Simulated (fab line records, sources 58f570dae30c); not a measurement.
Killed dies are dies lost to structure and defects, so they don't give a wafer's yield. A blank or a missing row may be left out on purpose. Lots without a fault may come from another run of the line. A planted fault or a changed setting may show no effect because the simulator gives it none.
Which tool did it? | flow berkeley_cmos170 | 14 lots, 42 wafers sampled, at 1 step of a route of 331

WHAT THE GAUGES READ, wafer by wafer
UCB170_NLDD_OVL_MEAS_07. Usual: NLDD_OVL 3 nm, standard deviation 5.8.
lot  | measured    | on         | NLDD_OVL (nm) | flag
L950 | day 5 13:23 | overlay-01 | -3 -4 -4      |
L953 | day 7 00:47 | overlay-02 | 15 7 12       |
L954 | day 7 00:52 | overlay-01 | 2 7 7         |
L956 | day 7 09:19 | overlay-02 | -8 -5 -3      |
L957 | day 7 21:43 | overlay-02 | -2 -2 -2      |
L958 | day 7 21:57 | overlay-01 | 9 5 1         |
L959 | day 7 22:13 | overlay-01 | 5 8 11        |
L960 | day 8 06:04 | overlay-01 | 13 -1 8       |
L961 | day 8 22:10 | overlay-02 | 5 10 6        |
L963 | day 9 08:34 | overlay-01 | 8 -3 4        |
L962 | day 9 08:52 | overlay-02 | -2 6 1        |
L965 | day 9 09:13 | overlay-02 | 6 4 5         |
L966 | day 9 19:34 | overlay-02 | 5 13 4        |
L967 | day 9 23:14 | overlay-01 | 4 2 3         |

WHICH TOOL RAN EACH LOT (tool, then ch and the chambers of the sampled wafers, then the start)
The record holds no process step before these readings.

WHAT THE TOOLS THEMSELVES READ (means of the sampled wafers that have a number; where no wafer has one, the mark that the record gives instead)
The record holds no such reading with a usual standard deviation.

THE ANSWER, worked out from the rows above alone
Rule: a lot is off if the mean of its wafers that have a number lies more than 3 standard deviations from the usual mean. A lot without any number at a reading at which 4 lots or more have one is off too. The other lots that the step has rows for count as sound. The gauges are gone through in route order, then the tools' own readings, and for those a lot's mean is taken as printed above. The first step at which some lot is off is used, and at that step the reading that is off furthest; a lot without a number counts as furthest.
No lot is off at any reading shown: from this, nothing can be told.

WHAT THE SIMULATOR HAD PUT IN
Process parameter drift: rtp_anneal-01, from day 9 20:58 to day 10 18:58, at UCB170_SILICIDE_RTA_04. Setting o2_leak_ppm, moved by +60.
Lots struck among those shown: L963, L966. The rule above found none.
